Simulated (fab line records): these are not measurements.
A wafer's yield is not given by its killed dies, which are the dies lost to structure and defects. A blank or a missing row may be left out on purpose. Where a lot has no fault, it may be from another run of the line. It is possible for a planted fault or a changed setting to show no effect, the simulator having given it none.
Which of the tools did it?    flow rit_cmos    14 lots, 42 wafers sampled, at 2 steps of a route of 202

WHAT EACH GAUGE READ, for each wafer
The record lacks any reading of a measuring or inspecting step that a usual standard deviation could be used to judge.

TOOL THAT RAN EACH LOT (tool first, then ch and the chambers of the sampled wafers, then the start)
lot   RIT_NWELL_SOFTBAKE_02             RIT_M1_PROBE_99
L249  litho_track-04 ch 0, day 1 21:13  -
L250  litho_track-02 ch 0, day 2 06:00  prober-01, day 3 22:50
L252  litho_track-03 ch 0, day 2 17:04  -
L253  litho_track-02 ch 0, day 2 20:13  -
L254  litho_track-04 ch 0, day 3 03:41  -
L255  litho_track-02 ch 0, day 3 03:43  -
L256  litho_track-04 ch 0, day 3 08:25  -
L257  litho_track-04 ch 0, day 3 14:00  prober-01, day 5 07:52
L258  litho_track-03 ch 0, day 3 18:18  -
L260  litho_track-03 ch 0, day 4 04:32  -
L263  litho_track-03 ch 0, day 4 19:51  -
L268  litho_track-03 ch 0, day 5 20:24  prober-01, day 7 11:11
L269  litho_track-04 ch 0, day 6 00:42  -
L271  litho_track-04 ch 0, day 6 11:50  prober-02, day 8 05:07
- RIT_NWELL_SOFTBAKE_02: time 60 s.
- RIT_M1_PROBE_99

AS READ BY THE TOOLS THEMSELVES (means over the sampled wafers that have a number; for cases with no such wafer, the mark the record gives instead)
RIT_NWELL_SOFTBAKE_02.
lot   tool            exhaust_pa (Pa)  heater_power_total_W (W)  run_length_s (s)
L249  litho_track-04  44.4             34.53                     89.11
L250  litho_track-02  44.6             34.51                     89.36
L252  litho_track-03  45.5             34.56                     89.28
L253  litho_track-02  43.8             34.56                     89.40
L254  litho_track-04  44.8             34.58                     89.01
L255  litho_track-02  45.4             34.49                     89.36
L256  litho_track-04  45.0             34.60                     89.01
L257  litho_track-04  44.1             34.59                     89.17
L258  litho_track-03  44.6             34.56                     89.40
L260  litho_track-03  45.0             34.56                     89.37
L263  litho_track-03  44.9             34.54                     106.91
L268  litho_track-03  44.0             34.60                     106.96
L269  litho_track-04  45.1             34.57                     89.17
L271  litho_track-04  44.4             34.53                     89.02

RIT_M1_PROBE_99.
lot   tool       killed_at_contacts  killed_at_front_end  killed_dies  killed_open  killed_short
L250  prober-01  0.0                 4.3                  4.3          1.7          3
L257  prober-01  0.0                 6.0                  6.0          4.3          2
L268  prober-01  0.3                 4.0                  4.3          1.3          3
L271  prober-02  0.0                 7.0                  7.0          3.0          4

THE ANSWER, worked out from the rows above alone
Rule: the lots themselves supply what counts as usual. The widest of any qualifying gaps counts: lots, ordered by their means at a reading, are off when they make up no more than a third of the lots, leave a main group of 4 or more, and stand apart from it by 3 or more times the standard deviation of that group's means. Not used: any main group whose means are identical at the precision the tables above print for the reading. A lot without any number at a reading at which 4 lots or more have one is off too. Where the step has rows for the other lots, those lots are counted as sound. The gauges are gone through in route order, then the tools' own readings, and for those a lot's mean is taken as printed above. The first step at which some lot is off is used, and at that step the reading that is off furthest; a lot without a number counts as furthest.
Off at RIT_NWELL_SOFTBAKE_02 (run_length_s): L263, L268. The main group has a mean of 89.22 s with a standard deviation of 0.15.
If a tool, at that step or one of the process steps before it, ran each lot that is off and ran no sound lot following the first of them, it fits. One fits: RIT_NWELL_SOFTBAKE_02 on litho_track-03. Its last sound lot is L260 (day 4 04:32), its first lot that is off L263 (day 4 19:51): a fault that began between those two fits.
The tool's own readings at RIT_NWELL_SOFTBAKE_02 bear it out: on the lots that are off they differ by more than 5 times the standard deviation of the sound lots' means. run_length_s reads 106.94 s there against 89.22 s on the sound lots.

WHAT THE SIMULATOR HAD PUT IN
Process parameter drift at RIT_NWELL_SOFTBAKE_02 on litho_track-03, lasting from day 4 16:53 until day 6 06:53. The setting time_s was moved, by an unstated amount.
Struck lots among those shown: L263, L268. The same result came from the rule above.
